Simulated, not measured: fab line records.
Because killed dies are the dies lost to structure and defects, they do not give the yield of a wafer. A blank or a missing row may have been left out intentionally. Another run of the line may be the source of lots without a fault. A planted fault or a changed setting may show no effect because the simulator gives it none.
Matching of chambers | flow berkeleyCmos170 | cmp-02 running UCB170_V1_CMP_02: 4 sister chambers
The step polishes SiO2. 8 wafers are shown with their chamber, then 11 later ones without.

## WAFERS WITH THEIR CHAMBER
wafer  | chamber | motorCurrentA (A)
L481.6 | 3       | 15.9
L483.3 | 0       | 13.8
L483.4 | 2       | 14.5
L483.5 | 1       | 19.6
L487.2 | 1       | 19.1
L487.3 | 3       | 15.3
L487.4 | 2       | 15.4
L486.2 | 0       | 14.5

## WAFERS MISSING THEIR CHAMBER
wafer  | motorCurrentA (A)
L486.4 | 15.2
L486.6 | 14.6
L488.2 | 14.0
L488.4 | 15.3
L488.5 | 15.3
L494.3 | 18.8
L494.4 | 14.6
L494.6 | 15.7
L495.1 | 14.4
L495.3 | 16.2
L495.5 | 18.9

## EACH ONE'S CHAMBER
wafer  | from the rows above          | in truth
L486.4 | can't be placed: 2 or 3 or 0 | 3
L486.6 | can't be placed: 2 or 0 or 3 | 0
L488.2 | can't be placed: 0 or 2      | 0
L488.4 | can't be placed: 3 or 2 or 0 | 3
L488.5 | can't be placed: 3 or 2 or 0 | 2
L494.3 | 1                            | 1
L494.4 | can't be placed: 2 or 0 or 3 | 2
L494.6 | can't be placed: 3 or 2      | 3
L495.1 | can't be placed: 0 or 2 or 3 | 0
L495.3 | can't be placed: 3 or 2      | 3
L495.5 | 1                            | 1
2 of 11 placed correctly. These rows do not allow placing 9 (true chamber among the candidates in 9). Number placed wrongly: 0.
How it was worked out, from the rows above alone: a wafer's distance from a chamber is the root of the sum, over the readings, of the square of ((its reading less the chamber's mean) divided by the reading's scatter). If the next closest chamber is less than 2 further off than the closest, the wafer can't be placed; otherwise it belongs to the closest. Each chamber's mean is taken over the wafers shown for it. The scatter: take each reading less its chamber's mean, square it, sum over the shown wafers, divide by the number of wafers less the number of chambers, and take the root.
